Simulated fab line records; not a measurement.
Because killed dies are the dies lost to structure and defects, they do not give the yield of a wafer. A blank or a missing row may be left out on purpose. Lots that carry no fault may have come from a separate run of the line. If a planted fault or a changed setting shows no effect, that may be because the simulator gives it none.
Split-lot trial | flow berkeley-cmos170 | on a route of 331 steps: 5 lots, 23 wafers read

== THE SPLIT ITSELF ==
At UCB170_M1_PEB_07, the setting peb-temp-c was moved away from the recipe's 130 C on 4 of the 23 wafers read, by -1.3% to +1.9%. All remaining wafers had this setting at the recipe value.

== FROM THE SPLIT TO THE READING: what the file shows between them, 5 steps ==
- UCB170_M1_DEVELOP_08: develop time 45 s
- UCB170_M1_CD_MEAS_09: target cd 700 nm
- UCB170_M1_ETCH_11: etches BARC in N2/H2
- UCB170_M1_METAL_ETCH_12: etches Al in Cl2/BCl3, stops on PSG, target depth 780 nm, time 130 s
- UCB170_M1_STRIP_13: strips in O2

== THE READING ==
At UCB170_M1_CD_MEAS_90: cd-nm in nanometres, against a target cd of 700 nm. A value of 700.0 nm with a standard deviation of 1.9 nm is what fault-free wafers of this fab line usually give.

wafer  | tool, chamber at the split | peb-temp-c as run, C | against the recipe | cd-nm, nm | against lot-mates on the recipe
L076.2 | litho-track-01, 0          | 130                  | recipe             | 700.8     | -
L076.3 | litho-track-01, 0          | 128.3                | -1.3%              | 713.0     | +12.1
L076.4 | litho-track-01, 0          | 128.3                | -1.3%              | 711.1     | +10.2
L076.5 | litho-track-01, 0          | 130                  | recipe             | 701.6     | -
L076.6 | litho-track-01, 0          | 130                  | recipe             | 700.2     | -
L079.2 | litho-track-03, 0          | 130                  | recipe             | 698.3     | -
L079.3 | litho-track-03, 0          | 130                  | recipe             | 700.5     | -
L079.4 | litho-track-03, 0          | 130                  | recipe             | 702.8     | -
L079.5 | litho-track-03, 0          | 130                  | recipe             | 701.6     | -
L079.6 | litho-track-03, 0          | 130                  | recipe             | 699.0     | -
L082.1 | litho-track-03, 0          | 130                  | recipe             | 699.0     | -
L082.3 | litho-track-03, 0          | 132.5                | +1.9%              | 685.4     | -14.4
L082.4 | litho-track-03, 0          | 130                  | recipe             | 701.4     | -
L082.5 | litho-track-03, 0          | 132.5                | +1.9%              | 686.9     | -12.9
L082.6 | litho-track-03, 0          | 130                  | recipe             | 699.1     | -
L083.1 | litho-track-03, 0          | 130                  | recipe             | 698.3     | -
L083.2 | litho-track-03, 0          | 130                  | recipe             | 696.1     | -
L083.3 | litho-track-03, 0          | 130                  | recipe             | 699.4     | -
L083.4 | litho-track-03, 0          | 130                  | recipe             | 695.5     | -
L083.5 | litho-track-03, 0          | 130                  | recipe             | 698.7     | -
L085.2 | litho-track-04, 0          | 130                  | recipe             | 701.5     | -
L085.3 | litho-track-04, 0          | 130                  | recipe             | 699.6     | -
L085.4 | litho-track-04, 0          | 130                  | recipe             | 698.3     | -

FIT RESULTS
A straight line over all 23 wafers: cd-nm changes by -7.83 nm for each +1% of peb-temp-c; r = -0.94; the points scatter about the line by 1.9 nm.
The same after taking each lot's own level away (the mean of its wafers on the recipe; 23 wafers): -7.59 nm for each +1%; r = -0.97; scatter 1.4 nm.
On that fit, the largest move of peb-temp-c shifts the reading by 15 nm.
The lots' own levels span 697.60 to 700.87 nm, that is 1.7 times the standard deviation above.
Hence the lot-to-lot level has little effect on the slope; both slopes agree.
Check: with one of the wafers moved furthest among these (+1.9%) left out of the fit, the line predicts -14.4 nm for it against its lot-mates. Against them it came out at -14.4 nm.

== ADDITIONAL SPLITS CARRIED BY THESE WAFERS ==
Before the reading, these wafers also passed through other splits. Each is held against what the fit with the lots' levels taken away leaves over:
other split on the same wafers     | wafers away from the commonest value | r with cd-nm (lot level and that fit taken away)
UCB170_SILICIDE_SPUTTER_01 power-w | 7                                    | +0.13
UCB170_CONTACT_EXPOSE_12 dose-mj   | 6                                    | -0.04

== THE WHOLE CHAIN: every reading that the file lists as answering this split, in the file's order ==
step                    | what it does                                                         | reading                                                   | change (the file's fit)              | r (the file's)
UCB170_M1_CD_MEAS_09    | target cd 700 nm                                                     | cd-nm                                                     | -7.91 nm for each +1% of the setting | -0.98
UCB170_M1_ETCH_11       | etches BARC in N2/H2                                                 | M1.cd-nm (the simulator's own value, which no gauge read) | -8.04 nm for each +1% of the setting | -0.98
UCB170_M1_METAL_ETCH_12 | etches Al in Cl2/BCl3, stops on PSG, target depth 780 nm, time 130 s | M1.cd-nm (the simulator's own value, which no gauge read) | -7.61 nm for each +1% of the setting | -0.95
UCB170_M1_CD_MEAS_90    | target cd 700 nm                                                     | cd-nm                                                     | -7.56 nm for each +1% of the setting | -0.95

== FILE'S OWN FIT ==
cd-nm changes by -7.56 nm for each +1% of peb-temp-c, r = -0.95.
